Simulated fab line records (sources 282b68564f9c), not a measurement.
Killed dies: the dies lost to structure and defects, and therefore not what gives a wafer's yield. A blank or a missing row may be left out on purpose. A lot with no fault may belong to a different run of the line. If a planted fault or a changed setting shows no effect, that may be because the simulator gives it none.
Comparing a struck lot with a sound one -- flow rit cmos -- 14 steps out of a route of 202
Sound: wafers L484.1, L484.2, L484.4. Wafers L471.1, L471.5, L471.6 were the ones struck. The cause is given at the end.
For every step that has rows: the tool of each side, followed by ch and its chambers, followed by its first start. Under that, the readings that differ: sound wafers -- struck wafers -- difference of the means -- sigmas: that difference in standard deviations of wafers without a fault.
alike: readings whose means differ by less than 2 such deviations, and words and numbers that are the same on both sides. not compared: withheld readings, readings that some wafer has no value for, bounds like >300 that may hide the same value, and numbers for which the record gives no deviation and whose values overlap.
The two part at a step that has a row with sigmas, a row that says differs or no value, or rows on one side only. Non-overlapping numbers with no deviation appear without sigmas and do not part them. Lack of a reading on every wafer of one side parts them only where that side has two or more wafers.

first, 1 step without rows for these wafers: RIT_GATE_CVD_08 (deposits poly-Si from SiH4, target thk 250 nm, time 2220 s).
RIT_GATE_THK_MEAS_09:
  sound: film metro-03 at day 6 05:38; struck: film metro-01 at day 3 12:17
  alike: GATE_POLY_THK
then, 6 steps without rows for these wafers: RIT_GATE_HMDS_10 (prime time 60 s); RIT_GATE_COAT_11 (resist thk 850 nm); RIT_GATE_SOFTBAKE_12 (time 60 s); RIT_GATE_EXPOSE_13 (exposes mask M6, target cd 150 nm); RIT_GATE_PEB_14; RIT_GATE_DEVELOP_15 (develop time 50 s).
RIT_GATE_CD_MEAS_16 targets a cd of 150 nm.
  sound: cd sem-01 at day 6 06:35; struck: cd sem-02 at day 3 13:12
  alike: cd nm
RIT_GATE_OVL_MEAS_17:
  sound: overlay-02 at day 6 06:42; struck: overlay-02 at day 3 13:19
  alike: GATE_OVL
then, 1 step without rows for these wafers: RIT_GATE_HARDBAKE_18 (time 60 s).
RIT_GATE_ETCH_19: etches poly-Si in SF6/CHF3/O2, stops on SiO2, time 165 s, target depth 312.5 nm.
  sound on rie si-02 ch 0,2,3, day 6 06:53; struck on rie si-01 ch 1,2,3, day 3 13:31
  alike: drypump motor current A, oes product au, throttle valve pct
  not compared: rf hours counter h
RIT_GATE_STRIP_20: strips in O2, time 180 s.
  sound on plasma asher-04 ch 0,1, day 6 07:00; struck on plasma asher-02 ch 0,1, day 3 13:37
  no value came back on the struck wafers for chamber pressure mTorr (mTorr), drypump motor current A (A); on the sound wafers chamber pressure mTorr (mTorr) reads 4004 3995 3999
reading,sound,struck,difference,sigmas
model.NOVOLAK_of_GATE_COAT_11.thk nm (nm),0 0 0,673.2 674.4 675.3,+674.3,
  not compared: rf hours counter h
RIT_GATE_CD_MEAS_90 targets a cd of 150 nm.
  sound: cd sem-01 at day 6 07:10; struck: cd sem-02 at day 3 13:47
  alike: cd nm

## WHERE THEY PART
Only at RIT_GATE_STRIP_20, as far as this record shows. Later steps at which nothing parts them and some readings are alike: RIT_GATE_CD_MEAS_90.

WHY: what had been put in by the simulator
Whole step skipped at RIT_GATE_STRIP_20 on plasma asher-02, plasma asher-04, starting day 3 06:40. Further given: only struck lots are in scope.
